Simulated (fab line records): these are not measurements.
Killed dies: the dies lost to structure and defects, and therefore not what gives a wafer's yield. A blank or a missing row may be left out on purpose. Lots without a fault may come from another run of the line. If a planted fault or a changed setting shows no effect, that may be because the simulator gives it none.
Which tool is to blame? | flow ritCmos | 42 wafers from 14 lots sampled at 2 of the route's 202 steps

## WHAT THE GAUGES SHOWED, per wafer
Not one reading of a measure or inspect step in the record can be checked against a usual standard deviation.

## EACH LOT AND THE TOOL THAT RAN IT (in order: tool; ch and the chambers of the sampled wafers; start)
lot  | RIT_PRETRO_STRIP_09                | RIT_M1_PROBE_99
L623 | plasmaAsher-04 ch 0,1, day 2 17:01 | -
L624 | plasmaAsher-03 ch 0, day 2 19:37   | -
L626 | plasmaAsher-04 ch 0, day 3 09:20   | -
L627 | plasmaAsher-04 ch 0,1, day 3 13:24 | -
L630 | plasmaAsher-03 ch 0,1, day 4 06:35 | -
L632 | plasmaAsher-03 ch 0,1, day 4 14:16 | -
L633 | plasmaAsher-04 ch 0,1, day 4 20:01 | -
L634 | plasmaAsher-03 ch 0,1, day 5 01:53 | prober-02, day 6 03:59
L635 | plasmaAsher-04 ch 1, day 5 02:45   | prober-01, day 6 07:10
L636 | plasmaAsher-03 ch 0,1, day 5 07:51 | -
L640 | plasmaAsher-03 ch 0,1, day 6 06:14 | -
L641 | plasmaAsher-04 ch 0,1, day 6 11:23 | -
L643 | plasmaAsher-04 ch 0,1, day 6 20:53 | -
L644 | plasmaAsher-03 ch 0,1, day 7 01:44 | -
- RIT_PRETRO_STRIP_09: strips in O2, time 180 s.
- RIT_M1_PROBE_99

## AS READ BY THE TOOLS THEMSELVES (means over the sampled wafers that have a number; for cases with no such wafer, the mark the record gives instead)
RIT_PRETRO_STRIP_09.
lot  | tool           | chamberPressureMTorr (mTorr) | drypumpMotorCurrentA (A)
L623 | plasmaAsher-04 | 4001                         | 5.84
L624 | plasmaAsher-03 | 3998                         | 5.93
L626 | plasmaAsher-04 | 4000                         | 6.30
L627 | plasmaAsher-04 | 3998                         | 6.07
L630 | plasmaAsher-03 | 3999                         | 6.06
L632 | plasmaAsher-03 | 3999                         | 6.17
L633 | plasmaAsher-04 | 4001                         | 6.07
L634 | plasmaAsher-03 | -                            | -
L635 | plasmaAsher-04 | -                            | -
L636 | plasmaAsher-03 | 4002                         | 6.17
L640 | plasmaAsher-03 | 4001                         | 6.06
L641 | plasmaAsher-04 | 4002                         | 6.05
L643 | plasmaAsher-04 | 4001                         | 6.05
L644 | plasmaAsher-03 | 3999                         | 6.19

RIT_M1_PROBE_99.
lot  | tool      | killedAtContacts | killedAtFrontEnd | killedDies | killedOnRim | killedOpen | killedShort
L634 | prober-02 | 0.0              | 264              | 264        | 70.0        | 3.3        | 6.0
L635 | prober-01 | 0.3              | 264              | 264        | 70.0        | 4.3        | 2.7

## THE ANSWER, worked out from the rows above alone
Rule: the usual values come from the lots themselves. Put in order of their means at a reading, lots are off if they are a third of the lots or fewer, leave a main group of 4 or more, and stand apart from it by a gap of 3 or more times the standard deviation of the main group's means; of several such gaps the widest counts. A main group whose means are all the same, to the digits that the tables above print for the reading, isn't used. Also off: a lot with no number at a reading for which 4 or more lots have one. Any other lot the step has rows for is counted as sound. Order of review: gauges by route order, followed by the tools' own readings, for which a lot's mean as printed above is used. The first step at which some lot is off is used, and at that step the reading that is off furthest; a lot without a number counts as furthest.
Off at RIT_PRETRO_STRIP_09 (chamberPressureMTorr): L634, L635. Without a number there: L634, L635. The main group: mean 4000 mTorr, standard deviation 1.4.
If a tool, at that step or one of the process steps before it, ran each lot that is off and ran no sound lot following the first of them, it fits. No candidate that was tried fits.

## WHAT HAD BEEN PUT IN BY THE SIMULATOR
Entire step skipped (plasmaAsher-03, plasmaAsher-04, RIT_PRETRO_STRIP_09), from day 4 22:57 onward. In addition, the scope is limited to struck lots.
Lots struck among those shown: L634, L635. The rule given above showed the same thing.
